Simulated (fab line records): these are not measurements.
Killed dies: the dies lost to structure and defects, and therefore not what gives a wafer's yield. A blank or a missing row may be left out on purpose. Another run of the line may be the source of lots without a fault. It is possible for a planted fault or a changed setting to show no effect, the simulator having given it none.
Which of the tools did it? ; flow rit-cmos ; 42 wafers from 14 lots sampled at 5 of the route's 202 steps

## WHAT THE GAUGES READ, wafer by wafer
RIT_ACTIVE_THK_MEAS_02.
lot;measured;on;ACTIVE_OXIDE_THK (nm)
L644;day 1 13:34;film-metro-02;43.5 43.5 42.7
L646;day 1 22:16;film-metro-02;43.2 43.6 44.0
L647;day 2 03:04;film-metro-02;44.0 44.8 44.6
L649;day 2 14:02;film-metro-01;43.3 43.6 43.3
L650;day 2 19:46;film-metro-03;44.2 44.0 44.4
L651;day 2 23:05;film-metro-01;43.0 43.1 43.4
L653;day 3 12:28;film-metro-03;42.2 42.0 41.9
L655;day 3 20:40;film-metro-01;42.2 42.3 42.5
L657;day 4 05:53;film-metro-02;46.3 46.9 46.1
L658;day 4 10:47;film-metro-01;42.6 42.2 42.0
L659;day 4 15:46;film-metro-01;46.2 46.3 45.3
L660;day 4 21:18;film-metro-02;42.7 41.9 41.9
L664;day 5 17:13;film-metro-02;42.5 43.5 43.0
L667;day 6 08:29;film-metro-03;43.0 42.4 43.1

RIT_ACTIVE_CD_MEAS_11: the cd target is 1400 nm.
lot;measured;on;cd-nm (nm)
L644;day 1 16:16;cd-sem-01;1401.4 1401.4 1402.3
L646;day 2 00:59;cd-sem-02;1404.2 1403.9 1403.0
L647;day 2 05:40;cd-sem-02;1402.1 1402.2 1401.4
L649;day 2 16:26;cd-sem-02;1398.9 1397.2 1396.5
L650;day 2 22:11;cd-sem-02;1400.7 1398.3 1399.7
L651;day 3 02:39;cd-sem-01;1399.8 1398.2 1401.7
L653;day 3 15:52;cd-sem-02;1399.1 1400.6 1397.4
L655;day 4 00:31;cd-sem-01;1402.5 1400.9 1402.8
L657;day 4 09:00;cd-sem-01;1401.3 1401.5 1400.5
L658;day 4 14:10;cd-sem-02;1399.8 1401.6 1400.8
L659;day 4 19:04;cd-sem-02;1404.2 1402.2 1400.2
L660;day 5 00:31;cd-sem-01;1401.6 1402.7 1401.4
L664;day 5 22:00;cd-sem-01;1401.1 1400.9 1403.6
L667;day 6 17:37;cd-sem-01;1399.4 1397.3 1399.0

RIT_M1_CD_MEAS_09: the cd target is 2600 nm.
lot;measured;on;cd-nm (nm)
L644;day 3 13:12;cd-sem-02;2601.7 2602.9 2599.8
L646;day 3 21:56;cd-sem-02;2599.9 2598.1 2599.7
L647;day 4 09:41;cd-sem-01;2599.2 2601.2 2599.9
L649;day 4 18:53;cd-sem-01;2599.8 2600.3 2598.2
L650;day 4 19:25;cd-sem-01;2599.4 2599.6 2600.5
L651;day 5 10:47;cd-sem-01;2597.9 2600.2 2598.6
L653;day 5 16:32;cd-sem-01;2602.8 2604.7 2604.5
L655;day 6 03:29;cd-sem-02;2596.2 2596.2 2595.5
L657;day 6 15:16;cd-sem-01;2594.2 2594.8 2593.7
L658;day 6 21:55;cd-sem-01;2597.6 2598.3 2596.5
L659;day 7 03:41;cd-sem-01;2594.7 2597.8 2597.4
L660;day 7 03:58;cd-sem-02;2598.7 2599.5 2601.3
L664;day 7 23:35;cd-sem-02;2599.9 2598.6 2599.8
L667;day 9 02:35;cd-sem-01;2602.0 2602.8 2601.2

## WHICH TOOL RAN EACH LOT (tool, then ch and the chambers of the sampled wafers, then the start)
lot;RIT_ACTIVE_OXIDATION_01;RIT_NSD_STRIP_09
L644;furnace-04 ch 0, day 1 11:37;plasma-asher-04 ch 0,1, day 3 06:11
L646;furnace-01 ch 0, day 1 20:19;plasma-asher-01 ch 0,1, day 3 15:00
L647;furnace-04 ch 0, day 2 01:07;plasma-asher-04 ch 0,1, day 4 02:56
L649;furnace-04 ch 0, day 2 12:07;plasma-asher-02 ch 0,1, day 4 12:05
L650;furnace-03 ch 0, day 2 17:49;plasma-asher-01 ch 0,1, day 4 12:23
L651;furnace-04 ch 0, day 2 21:07;plasma-asher-01 ch 0,1, day 5 03:45
L653;furnace-01 ch 0, day 3 10:32;plasma-asher-04 ch 0,1, day 5 09:30
L655;furnace-01 ch 0, day 3 18:43;plasma-asher-01 ch 0,1, day 5 20:32
L657;furnace-01 ch 0, day 4 03:57;plasma-asher-02 ch 0,1, day 6 08:20
L658;furnace-03 ch 0, day 4 08:50;plasma-asher-02 ch 0,1, day 6 14:50
L659;furnace-01 ch 0, day 4 13:49;plasma-asher-01 ch 0,1, day 6 20:38
L660;furnace-04 ch 0, day 4 19:22;plasma-asher-02 ch 0,1, day 6 20:53
L664;furnace-03 ch 0, day 5 15:17;plasma-asher-04 ch 0,1, day 7 16:25
L667;furnace-03 ch 0, day 6 06:32;plasma-asher-04 ch 1, day 8 19:01
- RIT_ACTIVE_OXIDATION_01: target thk 46.8 nm, ox time 3360 s.
- RIT_NSD_STRIP_09: strips in O2, time 180 s.

## AS READ BY THE TOOLS THEMSELVES (means over the sampled wafers that have a number; for cases with no such wafer, the mark the record gives instead)
RIT_ACTIVE_OXIDATION_01.
lot;tool;spike-tc-centre-C (C)
L644;furnace-04;995.6
L646;furnace-01;995.0
L647;furnace-04;996.2
L649;furnace-04;996.2
L650;furnace-03;994.8
L651;furnace-04;995.5
L653;furnace-01;994.1
L655;furnace-01;994.2
L657;furnace-01;993.5
L658;furnace-03;994.8
L659;furnace-01;994.3
L660;furnace-04;995.6
L664;furnace-03;993.6
L667;furnace-03;994.7

RIT_NSD_STRIP_09.
lot;tool;drypump-motor-current-A (A)
L644;plasma-asher-04;5.8
L646;plasma-asher-01;5.5
L647;plasma-asher-04;5.4
L649;plasma-asher-02;6.1
L650;plasma-asher-01;5.5
L651;plasma-asher-01;5.5
L653;plasma-asher-04;5.4
L655;plasma-asher-01;5.5
L657;plasma-asher-02;6.1
L658;plasma-asher-02;6.1
L659;plasma-asher-01;5.5
L660;plasma-asher-02;6.0
L664;plasma-asher-04;5.4
L667;plasma-asher-04;6.2

## THE ANSWER, worked out from the rows above alone
Rule: what is usual is taken from the lots themselves. Put in order of their means at a reading, lots are off if they are a third of the lots or fewer, leave a main group of 4 or more, and stand apart from it by a gap of 3 or more times the standard deviation of the main group's means; of several such gaps the widest counts. If all means in a main group match to the digits the tables above print for the reading, that group is not used. A lot without any number at a reading at which 4 lots or more have one is off too. All remaining lots with rows at the step are treated as sound. The gauges are gone through in route order, then the tools' own readings, and for those a lot's mean is taken as printed above. The first step at which some lot is off is used, and at that step the reading that is off furthest; a lot without a number counts as furthest.
None of the lots is off at any reading shown; this tells nothing.

## WHAT THE SIMULATOR HAD PUT IN
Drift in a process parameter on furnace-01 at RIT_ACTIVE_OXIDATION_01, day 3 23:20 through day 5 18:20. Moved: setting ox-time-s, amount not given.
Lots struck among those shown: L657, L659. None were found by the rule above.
